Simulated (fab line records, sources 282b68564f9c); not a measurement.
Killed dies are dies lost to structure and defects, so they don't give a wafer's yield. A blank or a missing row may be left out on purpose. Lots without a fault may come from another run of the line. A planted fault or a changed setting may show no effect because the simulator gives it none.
Chamber matching | flow rit_cmos | RIT_GATE_ETCH_19 on rie_si-01: 4 sister chambers
The step etches poly-Si in SF6/CHF3/O2, stops on SiO2, time 165 s, target depth 312.5 nm. 4 wafers are shown with their chamber, then 7 later ones without.

WAFERS WITH THEIR CHAMBER
wafer  | chamber | throttle_valve_pct (%)
L632.2 | 1       | 10.28
L636.6 | 0       | 10.37
L638.3 | 2       | 10.41
L638.4 | 3       | 10.12

WAFERS WITHOUT THEIR CHAMBER
wafer  | throttle_valve_pct (%)
L638.6 | 10.40
L640.2 | 10.26
L640.3 | 10.40
L640.6 | 10.40
L651.1 | 10.27
L651.2 | 10.42
L651.6 | 10.29

WHICH CHAMBER EACH WENT THROUGH
wafer  | from the rows above     | in truth
L638.6 | can't be placed: 2 or 0 | 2
L640.2 | 1                       | 1
L640.3 | can't be placed: 2 or 0 | 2
L640.6 | can't be placed: 2 or 0 | 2
L651.1 | 1                       | 1
L651.2 | 2                       | 2
L651.6 | 1                       | 1
Placed correctly: 4 of 7. Can't be placed from these rows: 3 (the true chamber is among the candidates in 3). Placed wrongly: 0.
How it was worked out, from the rows above alone: a wafer's distance from a chamber is the root of the sum, over the readings, of the square of ((its reading less the chamber's mean) divided by the reading's scatter). The wafer belongs to the nearest chamber; if the next one is less than 2 further off, it can't be placed. A chamber's mean is the mean of its shown wafers. The scatter: with one shown wafer a chamber, the root of the mean of the squares of how far each hidden wafer lies from its nearest shown one.
